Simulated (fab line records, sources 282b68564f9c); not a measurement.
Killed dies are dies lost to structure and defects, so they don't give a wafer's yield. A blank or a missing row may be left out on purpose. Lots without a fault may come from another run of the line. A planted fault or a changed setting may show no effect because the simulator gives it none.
Problem report in the 8D (eight disciplines) form, filled by code | flow rit_cmos | the parts of the form that need people (team, actions taken, sign-off) are left out

1. THE PROBLEM
run_length_s at RIT_GATE_ETCH_19 reads a mean of 208.5 s on 9 wafers of 3 lots; wafers without a fault read 193.4 s with a standard deviation of 0.49. That is +31 standard deviations from the usual mean.
The step: etches poly-Si in SF6/CHF3/O2, stops on SiO2, time 165 s, target depth 312.5 nm.
First seen on wafer L527.2, day 3 21:56, on rie_si-01. The record holds 45 wafers of 15 lots with a number at this step. Rule for "out", or "out of limits": more than 4 standard deviations from the usual mean. The other wafers with a number count as sound.

2. WHAT IT IS AND WHAT IT IS NOT
question                    | is                     | is not
which readings at this step | run_length_s           | drypump_motor_current_A, he_backside_leak_sccm
which lots                  | L527, L530, L532       | L522, L523, L524, L525, L526, L528, L537, L539, L541, L543, L544, L545
which wafers of those lots  | all that have a number | -
read on which tools         | rie_si-01              | rie_si-02
when                        | from day 3 21:56       | up to then (18 sound wafers); but 18 sound wafers of L537, L539, L541, L543, L544, L545 came after

3. SUSPECTS, AND WHAT RULES EACH OUT
Counting: a tool at a process step up to the reading stays a suspect if it ran every lot that is out and no sound lot after the first of them.
- rie_si-01 at RIT_GATE_ETCH_19 (etches poly-Si in SF6/CHF3/O2, stops on SiO2, time 165 s, target depth 312.5 nm): ruled out as a lasting fault. Sound lots L544 ran on it after its first lot that is out, L527 (day 3 21:56).
Left after counting: nothing in the record.

4. THE CAUSE (what the simulator had put in)
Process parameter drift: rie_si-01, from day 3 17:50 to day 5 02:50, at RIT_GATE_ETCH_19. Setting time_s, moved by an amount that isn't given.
Counting ruled it out, wrongly.

5. THE CHAIN OF EFFECTS, in route order
Each row: a reading whose mean over the struck wafers that have a number lies more than 3 standard deviations from the usual. Only readings for which the record gives a usual standard deviation are gone through. hours: the time from each lot's start at the first step in this table that gives one to its start at this step, as a median over the lots. sigmas: the change in usual standard deviations.
hours | step             | reading        | usual      | on struck wafers | change | sigmas
0     | RIT_GATE_ETCH_19 | oes_product_au | 0.851 a.u. | 0.801            | -0.050 | -3.8
0     | RIT_GATE_ETCH_19 | run_length_s   | 193.4 s    | 208.5            | +15.1  | +31
The process steps in it:
- RIT_GATE_ETCH_19: etches poly-Si in SF6/CHF3/O2, stops on SiO2, time 165 s, target depth 312.5 nm.

6. WHAT WOULD HAVE CAUGHT IT SOONER
In this record the first reading out of limits was taken at day 3 21:56, 4 hours after the fault began at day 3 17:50.
